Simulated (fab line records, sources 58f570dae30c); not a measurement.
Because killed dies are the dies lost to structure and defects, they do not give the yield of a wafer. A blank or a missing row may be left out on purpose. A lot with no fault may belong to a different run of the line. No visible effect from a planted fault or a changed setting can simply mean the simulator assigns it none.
Matching of chambers	flow berkeley cmos170	UCB170_V1_CVD_00 on pecvd-03: 3 sister chambers
The step deposits SiO2 from TEOS/O2, target thk 2000 nm, time 250 s. 14 wafers are shown with their chamber, then 7 later ones without.

== EACH WAFER AND ITS CHAMBER ==
wafer	chamber	heater power w (W)	rf fwd power W (W)
L591.4	1	315	546.2
L591.5	2	185	546.5
L591.6	0	205	549.3
L592.1	1	252	543.3
L592.3	2	191	549.6
L592.5	2	255	550.4
L597.2	0	230	547.0
L597.3	1	295	550.6
L597.4	1	217	550.4
L600.2	1	279	548.1
L600.3	0	276	545.5
L600.4	0	209	548.0
L605.2	0	296	550.0
L605.3	1	235	547.6

SIGNATURES (means of the wafers above)
reading	chamber 0	chamber 1	chamber 2	scatter within a chamber
heater power w	243.20	265.50	210.33	38.9
rf fwd power W	547.960	547.700	548.833	2.31
Rule: distance of a wafer from a chamber = root of the sum over the readings of ((wafer's reading minus chamber's mean) / reading's scatter) squared. If the next closest chamber is less than 2 further off than the closest, the wafer can't be placed; otherwise it belongs to the closest. The scatter: take each reading less its chamber's mean, square it, sum over the shown wafers, divide by the number of wafers less the number of chambers, and take the root.

== WAFERS WHOSE CHAMBER IS MISSING ==
wafer	heater power w (W)	rf fwd power W (W)
L605.5	303	549.3
L608.1	280	549.5
L608.2	290	549.3
L608.5	221	546.4
L606.3	192	546.5
L606.4	258	544.7
L606.6	224	551.9

== WHICH CHAMBER EACH ONE RAN IN ==
wafer	from the rows above	in truth
L605.5	can't be placed: 1 or 0 or 2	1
L608.1	can't be placed: 1 or 0 or 2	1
L608.2	can't be placed: 1 or 0 or 2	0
L608.5	can't be placed: 0 or 2 or 1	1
L606.3	can't be placed: 2 or 0 or 1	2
L606.4	can't be placed: 1 or 0 or 2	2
L606.6	can't be placed: 2 or 0 or 1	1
Placed correctly: 0 of 7. Not placeable from these rows: 7 (in 7, the candidates include the true chamber). Wrongly placed: 0.
